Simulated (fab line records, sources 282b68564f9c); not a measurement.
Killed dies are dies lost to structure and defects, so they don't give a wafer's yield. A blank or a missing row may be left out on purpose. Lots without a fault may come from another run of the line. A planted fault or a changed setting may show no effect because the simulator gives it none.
fab line records | flow rit_cmos
record lots=4 wafers=21
route steps=202 shown PSD@150 PLDD@159 SILICIDE@162 M1@184
start_h: hours from the record's first day to the start of the lot's first wafer shown | wait_h: hours since the lot's step before | " the same as in the row above | L1.1+2: a row that stands for several wafers | - no value, or no start given | * or withheld: withheld | < > ~ a bound
route shown NAME@n: a module of which the file shows steps, and the number in the route of the first | usual: mean/standard deviation of fault-free wafers | same: alike in all rows | chamber/n: place in a boat | sites: the reading at each site | _std_site: their standard deviation | _edge_site: outer sites' mean less inner sites' | radius_mm: how far each site lies from the wafer's centre | mask NAME#n: copy n | behind: the tool/chamber that last shaped the wafer | hold: why the lot was held/for how many hours/how that ended | device: the transistor (n, p or np) that didn't switch | end of line: the same wafers' tests at the end of the route | a step without rows: its recipe alone | killed: dies lost to structure and defects at the first sort, not the wafer's yield | map: a wafer's dies, x killed, . not, _ none there
set.NAME: the setting as run; set.NAME@STEP: as run at that earlier step | model.NAME: the simulator's own value behind a step, which no gauge read
lots whose settings were changed on purpose; a table a step, a row a wafer
## steps
# step RIT_PSD_IMPLANT_08
# recipe species=BF2 energy_kev=27 dose_cm2=5e+15 tilt_deg=7
# columns lot.wafer tool chamber start_h wait_h set.dose_cm2
L078.2+5+6 implanter-04 0 68.56 0.1 5e+15
L080.1+2+6 implanter-01 0 79.52 0.1 5e+15
L080.3+4+5 " 0 " " 4.744e+15
L081.1+2+3+4+5+6 implanter-03 0 84.31 0.1 5e+15
L085.1+2+3+4+5+6 implanter-03 0 102.96 0.1 5e+15
# step RIT_PSD_STRIP_09
# recipe chemistry=O2 time_s=180 resist=NOVOLAK platen_temp_c=withheld power_w=500 pressure_mtorr=4000 o2_flow_sccm=4000
# step RIT_SDANNEAL_RS_MEAS_06
# recipe thk_meas_gauge=four-point-probe
# usual PLDD_RS=178.5/0.43
# columns lot.wafer tool chamber start_h wait_h set.energy_kev@PLDD_IMPLANT_08 PLDD_RS[ohm/sq]
L078.2 film_metro-03 - 69.60 0.1 20 178.4
L078.5 " - " " 20 178.5
L078.6 " - " " 20 178.5
L080.1 film_metro-01 - 80.57 0.1 20 178.3
L080.2 " - " " 20.8 176.3
L080.3 " - " " 20.8 176.4
L080.4 " - " " 20 178.6
L080.5 " - " " 20 178.9
L080.6 " - " " 20.8 176.3
L081.1 film_metro-03 - 85.43 0.1 20 179.1
L081.2 " - " " 21.13 175.4
L081.3 " - " " 20 178.7
L081.4 " - " " 20 179.1
L081.5 " - " " 21.13 175.9
L081.6 " - " " 21.13 175.7
L085.1 film_metro-04 - 104.04 0.1 20 178.6
L085.2 " - " " 20 178.6
L085.3 " - " " 20 178.8
L085.4 " - " " 20 178.9
L085.5 " - " " 20 178.5
L085.6 " - " " 20 178.9
# step RIT_SILICIDE_SPUTTER_01
# recipe material=Ti target_thk_nm=30 power_w=350 chamber_pressure_pa=0.667 gas=Ar time_s=240 substrate_temp_c=25
# columns lot.wafer tool chamber start_h wait_h set.power_w model.Ti_of_SILICIDE_SPUTTER_01.thk_nm
L078.2 pvd_sputter-02 - 69.83 0.0 350 30.16
L078.5 " - " " 350 29.9
L078.6 " - " " 350 30.18
L080.1 pvd_sputter-02 - 80.83 0.0 380.1 32.2
L080.2 " - " " 350 30
L080.3 " - " " 380.1 32.29
L080.4 " - " " 350 29.54
L080.5 " - " " 350 29.81
L080.6 " - " " 380.1 32.64
L081.1 pvd_sputter-04 - 85.68 0.0 350 29.47
L081.2 " - " " 350 30.21
L081.3 " - " " 350 29.72
L081.4 " - " " 350 29.96
L081.5 " - " " 350 29.84
L081.6 " - " " 350 29.36
L085.1 pvd_sputter-04 - 104.30 0.0 350 29.94
L085.2 " - " " 331.1 28.32
L085.3 " - " " 331.1 28.24
L085.4 " - " " 331.1 27.63
L085.5 " - " " 350 29.92
L085.6 " - " " 350 30.06
# step RIT_SILICIDE_RS_MEAS_02
# recipe thk_meas_gauge=four-point-probe reads=Ti_of_SILICIDE_SPUTTER_01
# usual SILICIDE_TI_RS=47.8/0.77
# columns lot.wafer tool chamber start_h wait_h set.power_w@SILICIDE_SPUTTER_01 SILICIDE_TI_RS[ohm/sq]
L078.2 film_metro-02 - 70.00 0.1 350 47.6
L078.5 " - " " 350 48.1
L078.6 " - " " 350 47.6
L080.1 film_metro-03 - 80.98 0.1 380.1 43.8
L080.2 " - " " 350 47.9
L080.3 " - " " 380.1 43.7
L080.4 " - " " 350 48.7
L080.5 " - " " 350 48.2
L080.6 " - " " 380.1 43.1
L081.1 film_metro-01 - 85.83 0.1 350 48.9
L081.2 " - " " 350 47.4
L081.3 " - " " 350 48.5
L081.4 " - " " 350 47.8
L081.5 " - " " 350 48.1
L081.6 " - " " 350 49.2
L085.1 film_metro-02 - 104.45 0.1 350 48.0
L085.2 " - " " 331.1 51.5
L085.3 " - " " 331.1 51.7
L085.4 " - " " 331.1 53.0
L085.5 " - " " 350 48.0
L085.6 " - " " 350 47.7
# step RIT_SILICIDE_THK_MEAS_03
# recipe thk_meas_gauge=xrf reads=Ti_of_SILICIDE_SPUTTER_01
# usual SILICIDE_TI_THK=29.9/0.38
# columns lot.wafer tool chamber start_h wait_h set.power_w@SILICIDE_SPUTTER_01 SILICIDE_TI_THK[nm]
L078.2 film_metro-02 - 70.11 0.1 350 30.2
L078.5 " - " " 350 30.1
L078.6 " - " " 350 30.2
L080.1 film_metro-03 - 81.10 0.1 380.1 32.1
L080.2 " - " " 350 29.9
L080.3 " - " " 380.1 32.1
L080.4 " - " " 350 29.3
L080.5 " - " " 350 29.7
L080.6 " - " " 380.1 32.6
L081.1 film_metro-01 - 85.95 0.1 350 29.3
L081.2 " - " " 350 30.0
L081.3 " - " " 350 29.5
L081.4 " - " " 350 29.6
L081.5 " - " " 350 29.7
L081.6 " - " " 350 29.3
L085.1 film_metro-02 - 104.57 0.1 350 29.8
L085.2 " - " " 331.1 28.2
L085.3 " - " " 331.1 28.0
L085.4 " - " " 331.1 27.6
L085.5 " - " " 350 29.7
L085.6 " - " " 350 29.8
# step RIT_M1_SPUTTER_00
# recipe material=Al target_thk_nm=400 power_w=2000 chamber_pressure_pa=0.4 gas=Ar time_s=500 substrate_temp_c=25
# columns lot.wafer tool chamber start_h wait_h set.power_w model.Al_of_M1_SPUTTER_00.thk_nm
L078.2 pvd_sputter-01 - 72.83 0.0 2000 400.1
L078.5 " - " " 2000 400.4
L078.6 " - " " 2000 396.4
L080.1 pvd_sputter-01 - 83.80 0.0 2085 411.5
L080.2 " - " " 2085 418
L080.3 " - " " 2000 398.1
L080.4 " - " " 2085 418.9
L080.5 " - " " 2000 400.1
L080.6 " - " " 2000 406
L081.1 pvd_sputter-03 - 88.46 0.0 1819 365.8
L081.2 " - " " 1819 361
L081.3 " - " " 2000 394.9
L081.4 " - " " 1819 365.6
L081.5 " - " " 2000 396.5
L081.6 " - " " 2000 400.3
L085.1 pvd_sputter-03 - 107.49 0.0 2098 413.8
L085.2 " - " " 2000 390.8
L085.3 " - " " 2098 415.1
L085.4 " - " " 2000 394.3
L085.5 " - " " 2000 396.9
L085.6 " - " " 2098 410.2
# step RIT_M1_RS_MEAS_01
# recipe thk_meas_gauge=four-point-probe reads=Al_of_M1_SPUTTER_00
# usual M1_AL_RS=0.0738/0.00074
# columns lot.wafer tool chamber start_h wait_h set.power_w@M1_SPUTTER_00 M1_AL_RS[ohm/sq]
L078.2 film_metro-04 - 73.15 0.2 2000 0.0733
L078.5 " - " " 2000 0.0734
L078.6 " - " " 2000 0.0740
L080.1 film_metro-03 - 84.10 0.1 2085 0.0713
L080.2 " - " " 2085 0.0702
L080.3 " - " " 2000 0.0737
L080.4 " - " " 2085 0.0699
L080.5 " - " " 2000 0.0734
L080.6 " - " " 2000 0.0723
L081.1 film_metro-04 - 88.75 0.1 1819 0.0803
L081.2 " - " " 1819 0.0815
L081.3 " - " " 2000 0.0743
L081.4 " - " " 1819 0.0805
L081.5 " - " " 2000 0.0740
L081.6 " - " " 2000 0.0732
L085.1 film_metro-03 - 107.79 0.1 2098 0.0708
L085.2 " - " " 2000 0.0750
L085.3 " - " " 2098 0.0705
L085.4 " - " " 2000 0.0746
L085.5 " - " " 2000 0.0740
L085.6 " - " " 2098 0.0715
# step RIT_M1_THK_MEAS_02
# recipe thk_meas_gauge=xrf reads=Al_of_M1_SPUTTER_00
# usual M1_AL_THK=400/3.9
# columns lot.wafer tool chamber start_h wait_h set.power_w@M1_SPUTTER_00 M1_AL_THK[nm]
L078.2 film_metro-04 - 73.26 0.1 2000 404
L078.5 " - " " 2000 406
L078.6 " - " " 2000 401
L080.1 film_metro-03 - 84.22 0.1 2085 413
L080.2 " - " " 2085 420
L080.3 " - " " 2000 401
L080.4 " - " " 2085 420
L080.5 " - " " 2000 405
L080.6 " - " " 2000 406
L081.1 film_metro-04 - 88.87 0.1 1819 370
L081.2 " - " " 1819 365
L081.3 " - " " 2000 400
L081.4 " - " " 1819 369
L081.5 " - " " 2000 400
L081.6 " - " " 2000 404
L085.1 film_metro-03 - 107.91 0.1 2098 418
L085.2 " - " " 2000 392
L085.3 " - " " 2098 419
L085.4 " - " " 2000 397
L085.5 " - " " 2000 401
L085.6 " - " " 2098 412
# step RIT_M1_DEVELOP_08
# recipe resist=NOVOLAK develop_time_s=68 dev_temp_c=23
# columns lot.wafer tool chamber start_h wait_h set.develop_time_s
L078.2+5+6 litho_track-04 0 - - 68
L080.1+2+5 litho_track-02 0 - - 65.03
L080.3+4+6 " 0 " " 68
L081.1+5+6 litho_track-04 0 - - 68
L081.2+3+4 " 0 " " 59.72
L085.1+4+5 litho_track-03 0 - - 68
L085.2+3+6 " 0 " " 77.25
# step RIT_M1_CD_MEAS_09
# recipe target_cd_nm=2600
# usual cd_nm=2600.6/2.2
# columns lot.wafer tool chamber start_h wait_h set.develop_time_s@M1_DEVELOP_08 cd_nm
L078.2 cd_sem-02 - 74.21 - 68 2602.0
L078.5 " - " " 68 2600.5
L078.6 " - " " 68 2600.3
L080.1 cd_sem-02 - 85.16 - 65.03 2610.4
L080.2 " - " " 65.03 2608.5
L080.3 " - " " 68 2603.6
L080.4 " - " " 68 2606.2
L080.5 " - " " 65.03 2608.9
L080.6 " - " " 68 2605.3
L081.1 cd_sem-01 - 89.92 - 68 2600.8
L081.2 " - " " 59.72 2611.1
L081.3 " - " " 59.72 2611.3
L081.4 " - " " 59.72 2613.0
L081.5 " - " " 68 2599.6
L081.6 " - " " 68 2598.9
L085.1 cd_sem-02 - 108.85 - 68 2600.6
L085.2 " - " " 77.25 2587.9
L085.3 " - " " 77.25 2589.1
L085.4 " - " " 68 2599.3
L085.5 " - " " 68 2601.1
L085.6 " - " " 77.25 2590.5
# step RIT_M1_HARDBAKE_11
# recipe resist=NOVOLAK temp_c=140 time_s=120
# columns lot.wafer tool chamber start_h wait_h set.temp_c
L078.2+5+6 litho_track-02 0 74.38 0.1 140
L080.1+2+3+4+5+6 litho_track-03 0 85.31 0.0 140
L081.1+2+6 litho_track-02 0 90.08 0.0 141.1
L081.3+4+5 " 0 " " 140
L085.1+2+3 litho_track-03 0 109.00 0.0 136.2
L085.4+5+6 " 0 " " 140
# step RIT_M1_METAL_ETCH_12
# recipe stop_on=SiO2 chemistry=Cl2/BCl3 target=Al time_s=165 over_etch_frac=0.5 pressure_mtorr=100 target_depth_a=6000 rf_w=250 Cl2_flow_sccm=60 bcl3_flow_sccm=50
# usual oes_product_au=0.787/0.0097
# columns lot.wafer tool chamber start_h wait_h set.power_w@M1_SPUTTER_00 oes_product_au model.M1.feature_depth_nm model.etch.depth_nm
L078.2 rie_metal-01 1 74.59 0.2 2000 0.804 432.6 400.1
L078.5 " 0 " " 2000 0.801 433.7 400.4
L078.6 " 1 " " 2000 0.795 429.2 396.4
L080.1 rie_metal-02 1 85.56 0.2 2085 0.787 444.9 411.5
L080.2 " 0 " " 2085 0.810 451.8 418
L080.3 " 0 " " 2000 0.791 431.9 398.1
L080.4 " 1 " " 2085 0.785 452.5 418.9
L080.5 " 0 " " 2000 0.789 433.9 400.1
L080.6 " 1 " " 2000 0.783 439.3 406
L081.1 rie_metal-01 1 90.33 0.2 1819 0.757 - -
L081.2 " 0 " " 1819 0.744 - -
L081.3 " 0 " " 2000 0.791 428.4 394.9
L081.4 " 1 " " 1819 0.760 - -
L081.5 " 1 " " 2000 0.797 429.3 396.5
L081.6 " 0 " " 2000 0.800 433.9 400.3
L085.1 rie_metal-03 1 109.25 0.2 2098 0.805 447.2 413.8
L085.2 " 0 " " 2000 0.776 424.1 390.8
L085.3 " 1 " " 2098 0.804 448.4 415.1
L085.4 " 0 " " 2000 0.777 427.8 394.3
L085.5 " 1 " " 2000 0.789 430.6 396.9
L085.6 " 0 " " 2098 0.791 - -
# step RIT_M1_STRIP_13
# recipe chemistry=nmp resist=NOVOLAK temp_c=80 time_s=600 dry=n2_spin
# step RIT_M1_STRIP_14
# recipe chemistry=O2 time_s=180 platen_temp_c=withheld power_w=500 pressure_mtorr=4000 o2_flow_sccm=4000
# step RIT_M1_CD_MEAS_90
# recipe target_cd_nm=2600
# usual cd_nm=2598.9/2.7
# columns lot.wafer tool chamber start_h wait_h set.develop_time_s@M1_DEVELOP_08 cd_nm
L078.2 cd_sem-01 - 75.16 0.2 68 2603.4
L078.5 " - " " 68 2599.6
L078.6 " - " " 68 2600.6
L080.1 cd_sem-01 - 86.09 0.1 65.03 2607.0
L080.2 " - " " 65.03 2603.6
L080.3 " - " " 68 2597.0
L080.4 " - " " 68 2603.6
L080.5 " - " " 65.03 2604.4
L080.6 " - " " 68 2603.1
L081.1 cd_sem-01 - 90.84 0.1 68 2601.4
L081.2 " - " " 59.72 2610.5
L081.3 " - " " 59.72 2610.4
L081.4 " - " " 59.72 2612.6
L081.5 " - " " 68 2600.9
L081.6 " - " " 68 2599.1
L085.1 cd_sem-02 - 109.77 0.1 68 2598.7
L085.2 " - " " 77.25 2585.7
L085.3 " - " " 77.25 2588.3
L085.4 " - " " 68 2596.6
L085.5 " - " " 68 2598.7
L085.6 " - " " 77.25 2587.5
# step RIT_M1_ANNEAL_15
# recipe temp_c=450 time_s=1800 ambient=forming_gas_H2N2
# step RIT_M1_PROBE_99
# columns lot.wafer tool chamber start_h wait_h set.dose_mj@GATE_EXPOSE_13 model.etest.pmos_turned.r_on_ohm_um model.etest.pmos_0p3.r_on_ohm_um model.etest.nmos_turned.drive_ua_um model.etest.nmos_0p15.r_on_ohm_um
L078.2 prober-02 - 76.93 0.1 380 3477 6354 334.5 1099
L078.5 prober-02 - 77.08 0.2 380 3488 6415 333.7 1136
L078.6 prober-02 - 77.13 0.2 380 3471 6406 334.7 1106
L080.1 prober-02 - 88.07 0.1 380 3090 6301 413.6 1119
L080.3 prober-02 - 88.17 0.2 380 3067 6240 398.1 1122
L080.4 prober-02 - 88.22 0.2 380 3088 6326 415.6 1101
L081.1 prober-01 - 92.58 0.1 380 3469 6533 319.1 1131
L081.2 prober-01 - 92.63 0.1 380 3359 6326 305.4 1192
L081.3 prober-01 - 92.68 0.2 357.3 4212 6717 269.2 1363
L081.4 prober-01 - 92.73 0.2 357.3 4300 6822 264.2 1399
L081.5 prober-01 - 92.78 0.2 357.3 4124 6705 267.1 1368
L081.6 prober-01 - 92.83 0.2 380 3416 6286 305.3 1207
L085.1 prober-01 - 111.51 0.1 396.4 3184 6182 340.1 996.7
L085.2 prober-01 - 111.56 0.1 380 3800 6480 280.9 1174
L085.3 prober-01 - 111.61 0.2 380 3699 6473 299.2 1148
L085.4 prober-01 - 111.66 0.2 396.4 3055 6057 364.7 989.9
L085.5 prober-01 - 111.71 0.2 396.4 3103 6144 343.6 1016
L085.6 prober-01 - 111.76 0.2 380 3611 6429 302.7 1161
# killed by level:class
L078.2 GATE:geometric_particle:short=2 GATE:geometric_particle:open=1
L078.5 GATE:geometric_particle:short=5 REOX:geometric_particle:short=3 SPACER:geometric_particle:open=3 SPACER:geometric_particle:short=2 SILICIDE:geometric_particle:open=1
L078.6 GATE:geometric_particle:short=2 GATE:geometric_particle:open=2 SILICIDE:geometric_particle:short=2 FOX2:geometric_particle:short=1 FOX2:geometric_particle:open=1
## key
split step=RIT_PSD_IMPLANT_08 setting=dose_cm2 stated=5e+15 by=wafer
response none clear
split step=RIT_SILICIDE_SPUTTER_01 setting=power_w stated=350 by=wafer
response step=RIT_SILICIDE_SPUTTER_01 reading=model.Ti_of_SILICIDE_SPUTTER_01.thk_nm change=+0.316 per=1% r=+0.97
response step=RIT_SILICIDE_RS_MEAS_02 reading=SILICIDE_TI_RS change=-0.613 per=1% r=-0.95
response step=RIT_SILICIDE_THK_MEAS_03 reading=SILICIDE_TI_THK change=+0.316 per=1% r=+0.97
split step=RIT_M1_SPUTTER_00 setting=power_w stated=2000 by=wafer
response step=RIT_M1_SPUTTER_00 reading=model.Al_of_M1_SPUTTER_00.thk_nm change=+3.67 per=1% r=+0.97
response step=RIT_M1_RS_MEAS_01 reading=M1_AL_RS change=-0.000743 per=1% r=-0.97
response step=RIT_M1_THK_MEAS_02 reading=M1_AL_THK change=+3.69 per=1% r=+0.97
response step=RIT_M1_METAL_ETCH_12 reading=oes_product_au change=+0.00411 per=1% r=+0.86
response step=RIT_M1_METAL_ETCH_12 reading=model.M1.feature_depth_nm change=+3.81 per=1% r=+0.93
response step=RIT_M1_METAL_ETCH_12 reading=model.etch.depth_nm change=+3.82 per=1% r=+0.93
split step=RIT_M1_DEVELOP_08 setting=develop_time_s stated=68 by=wafer
response step=RIT_M1_CD_MEAS_09 reading=cd_nm change=-0.899 per=1% r=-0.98
response step=RIT_M1_CD_MEAS_90 reading=cd_nm change=-0.832 per=1% r=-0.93
split step=RIT_M1_HARDBAKE_11 setting=temp_c stated=140 by=wafer
response none clear
split outside_this_file step=RIT_GATE_EXPOSE_13 setting=dose_mj
split outside_this_file step=RIT_PLDD_IMPLANT_08 setting=energy_kev
# split outside_this_file: this setting was split too, and the file shows its column; the key of that split is in another file
